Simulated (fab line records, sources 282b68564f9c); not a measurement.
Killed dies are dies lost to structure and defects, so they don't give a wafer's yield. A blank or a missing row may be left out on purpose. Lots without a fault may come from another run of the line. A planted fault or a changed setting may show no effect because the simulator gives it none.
Split-lot experiment | flow rit_cmos | 5 lots, 23 wafers read, on a route of 202 steps

THE SPLIT
At RIT_SILICIDE_SPUTTER_01 (material Ti, target thk 30 nm, time 240 s), the setting power_w was moved away from the recipe's 350 W on 8 of the 23 wafers read, by -4.3% to +11.5%. The other wafers ran this setting at the recipe's value.

FROM THE SPLIT TO THE READING: what the file shows between them, 1 step
- RIT_SILICIDE_RS_MEAS_02: measures by four-point-probe

THE READING
SILICIDE_TI_THK, in nm, at RIT_SILICIDE_THK_MEAS_03 (measures by xrf). Fault-free wafers of this fab line usually give 29.99 nm, standard deviation 0.21 nm.

wafer  | tool, chamber at the split | power_w as run, W | against the recipe | SILICIDE_TI_THK, nm | against lot-mates on the recipe
L074.1 | pvd_sputter-03, -          | 350               | recipe             | 30.01               | -
L074.2 | pvd_sputter-03, -          | 350               | recipe             | 29.87               | -
L074.3 | pvd_sputter-03, -          | 350               | recipe             | 29.87               | -
L074.5 | pvd_sputter-03, -          | 350               | recipe             | 30.36               | -
L074.6 | pvd_sputter-03, -          | 350               | recipe             | 29.86               | -
L078.1 | pvd_sputter-03, -          | 390.3             | +11.5%             | 33.23               | +3.33
L078.2 | pvd_sputter-03, -          | 390.3             | +11.5%             | 33.41               | +3.51
L078.4 | pvd_sputter-03, -          | 350               | recipe             | 30.02               | -
L078.5 | pvd_sputter-03, -          | 390.3             | +11.5%             | 33.65               | +3.75
L078.6 | pvd_sputter-03, -          | 350               | recipe             | 29.78               | -
L080.1 | pvd_sputter-04, -          | 350               | recipe             | 30.02               | -
L080.2 | pvd_sputter-04, -          | 335.1             | -4.3%              | 29.13               | -0.97
L080.3 | pvd_sputter-04, -          | 335.1             | -4.3%              | 28.54               | -1.56
L080.4 | pvd_sputter-04, -          | 350               | recipe             | 30.25               | -
L080.6 | pvd_sputter-04, -          | 350               | recipe             | 30.03               | -
L082.2 | pvd_sputter-04, -          | 350               | recipe             | 30.22               | -
L082.3 | pvd_sputter-04, -          | 350               | recipe             | 30.19               | -
L082.5 | pvd_sputter-04, -          | 350               | recipe             | 29.71               | -
L084.1 | pvd_sputter-03, -          | 361.8             | +3.4%              | 30.84               | +0.93
L084.2 | pvd_sputter-03, -          | 350               | recipe             | 29.92               | -
L084.3 | pvd_sputter-03, -          | 361.8             | +3.4%              | 31.34               | +1.43
L084.5 | pvd_sputter-03, -          | 361.8             | +3.4%              | 31.09               | +1.18
L084.6 | pvd_sputter-03, -          | 350               | recipe             | 29.89               | -

THE FIT
A straight line over all 23 wafers: SILICIDE_TI_THK changes by +0.296 nm for each +1% of power_w; r = +0.99; the points scatter about the line by 0.21 nm.
The same after taking each lot's own level away (the mean of its wafers on the recipe; 23 wafers): +0.307 nm for each +1%; r = +0.99; scatter 0.2 nm.
On that fit, the largest move of power_w shifts the reading by 3.5 nm.
The lots' own levels span 29.900 to 30.100 nm, that is 1.0 times the standard deviation above.
So the lot-to-lot level changes the slope little: the two slopes agree.
Check: with one of the wafers moved furthest among these (+11.5%) left out of the fit, the line predicts +3.65 nm for it against its lot-mates. It came out at +3.33 nm against them.

OTHER SPLITS ON THESE WAFERS
These wafers also went through other splits before the reading. Each is held against what the fit with the lots' levels taken away leaves over:
other split on the same wafers | wafers away from the commonest value | r with SILICIDE_TI_THK (lot level and that fit taken away)
RIT_GATE_EXPOSE_13 dose_mj     | 4                                    | -0.05
RIT_REOX_OXIDATION_03 temp_c   | 10                                   | +0.05
RIT_PLDD_STRIP_09 o2_flow_sccm | 5                                    | -0.27
RIT_NSD_COAT_01 spin_rpm       | 7                                    | -0.27
RIT_NSD_IMPLANT_08 dose_cm2    | 10                                   | -0.55
RIT_PSD_SOFTBAKE_02 temp_c     | 9                                    | +0.29

THE WHOLE CHAIN: every reading that the file lists as answering this split, in the file's order
step                     | what it does                              | reading                                                                           | change (the file's fit)             | r (the file's)
RIT_SILICIDE_SPUTTER_01  | material Ti, target thk 30 nm, time 240 s | Ti_of_SILICIDE_SPUTTER_01.thk_nm (the simulator's own value, which no gauge read) | +0.3 nm for each +1% of the setting | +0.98
RIT_SILICIDE_RS_MEAS_02  | measures by four-point-probe              | SILICIDE_TI_RS                                                                    | -0.559 for each +1% of the setting  | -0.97
RIT_SILICIDE_THK_MEAS_03 | measures by xrf                           | SILICIDE_TI_THK                                                                   | +0.309 for each +1% of the setting  | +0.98

THE FILE'S OWN FIT
SILICIDE_TI_THK changes by +0.309 nm for each +1% of power_w, r = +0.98.
